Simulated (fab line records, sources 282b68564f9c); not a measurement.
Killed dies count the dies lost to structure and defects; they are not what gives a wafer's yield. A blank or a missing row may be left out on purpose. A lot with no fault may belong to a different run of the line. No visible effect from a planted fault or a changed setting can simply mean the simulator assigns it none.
Split-lot study -- flow rit cmos -- on a route of 202 steps: 5 lots, 23 wafers read

== SPLIT DETAILS ==
At RIT_PSD_COAT_01 (resist thk 1000 nm), the setting spin rpm was moved away from the recipe's 3250 rpm on 7 of the 23 wafers read, by -1.9% to +7.1%. This setting was run at the recipe's value on the other wafers.

== FROM THE SPLIT TO THE READING: what the file shows between them, 1 step ==
- RIT_PSD_DEVELOP_05: develop time 50 s (also split here: develop time s)

== THE READING ==
NOVOLAK_of_PSD_COAT_01.thk nm (the simulator's own value, which no gauge read), in nm, at RIT_PSD_HARDBAKE_07 (time 60 s). The file does not state a usual value for it. Here, 16 wafers ran the recipe; their average is 883.3 nm with a standard deviation of 2.1 nm.

wafer,"tool, chamber at the split","spin rpm as run, rpm",against the recipe,"NOVOLAK_of_PSD_COAT_01.thk nm, nm",against lot-mates on the recipe
L074.1,"litho track-03, 0",3250,recipe,880.2,-
L074.2,"litho track-03, 0",3250,recipe,883,-
L074.3,"litho track-03, 0",3250,recipe,881.7,-
L074.5,"litho track-03, 0",3250,recipe,882.9,-
L074.6,"litho track-03, 0",3250,recipe,880.7,-
L078.1,"litho track-02, 0",3250,recipe,887.5,-
L078.3,"litho track-02, 0",3250,recipe,885.5,-
L078.6,"litho track-02, 0",3250,recipe,884.4,-
L080.1,"litho track-03, 0",3481,+7.1%,851.7,-30.8
L080.3,"litho track-03, 0",3250,recipe,881.6,-
L080.4,"litho track-03, 0",3481,+7.1%,853.9,-28.6
L080.5,"litho track-03, 0",3481,+7.1%,851.9,-30.6
L080.6,"litho track-03, 0",3250,recipe,883.3,-
L084.1,"litho track-04, 0",3250,recipe,885.6,-
L084.2,"litho track-04, 0",3250,recipe,885.7,-
L084.3,"litho track-04, 0",3454,+6.3%,857.7,-27.5
L084.5,"litho track-04, 0",3250,recipe,884.3,-
L084.6,"litho track-04, 0",3454,+6.3%,856.9,-28.3
L085.1,"litho track-02, 0",3187,-1.9%,891.2,+9.0
L085.3,"litho track-02, 0",3250,recipe,883.9,-
L085.4,"litho track-02, 0",3187,-1.9%,891.3,+9.1
L085.5,"litho track-02, 0",3250,recipe,880,-
L085.6,"litho track-02, 0",3250,recipe,882.8,-

THE FIT
A straight line over all 23 wafers: NOVOLAK_of_PSD_COAT_01.thk nm changes by -4.26 nm for each +1% of spin rpm; r = -0.99; the points scatter about the line by 1.9 nm.
The same after taking each lot's own level away (the mean of its wafers on the recipe; 23 wafers): -4.31 nm for each +1%; r = -1.00; scatter 1.2 nm.
Per that fit: largest spin rpm move, reading shift of 31 nm.
The lots' own levels span 881.70 to 885.80 nm, that is 2.0 times the standard deviation above.
Hence the lot-to-lot level has little effect on the slope; both slopes agree.
Check: -30.5 nm against its lot-mates is what the line predicts for one of the wafers moved furthest among these (+7.1%) when that wafer is left out of the fit. It came out at -30.8 nm against them.

== OTHER SPLITS ON THESE WAFERS ==
These wafers also went through other splits before the reading. Each is held against what the fit with the lots' levels taken away leaves over:
other split on the same wafers,wafers away from the commonest value,r with NOVOLAK_of_PSD_COAT_01.thk nm (lot level and that fit taken away)
RIT_ACTIVE_OXIDATION_01 ox time s,15,-0.20
RIT_NRETRO_COAT_01 resist thk nm,6,+0.18
RIT_GATE_COAT_11 resist thk nm,12,+0.31
RIT_GATE_ETCH_19 rf w,5,-0.09
RIT_NLDD_IMPLANT_08 dose cm2,7,-0.01
RIT_SPACER_CVD_03 nh3 flow sccm,10,-0.19
RIT_PSD_DEVELOP_05 develop time s,7,-0.02

== THE WHOLE CHAIN: every reading that the file lists as answering this split, in the file's order ==
step,what it does,reading,change (the file's fit),r (the file's)
RIT_PSD_COAT_01,resist thk 1000 nm,"NOVOLAK_of_PSD_COAT_01.thk nm (the simulator's own value, which no gauge read)",-4.94 nm for each +1% of the setting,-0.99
RIT_PSD_HARDBAKE_07,time 60 s,"NOVOLAK_of_PSD_COAT_01.thk nm (the simulator's own value, which no gauge read)",-4.32 nm for each +1% of the setting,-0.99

== FILE'S OWN FIT ==
NOVOLAK_of_PSD_COAT_01.thk nm changes by -4.32 nm for each +1% of spin rpm, r = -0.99.
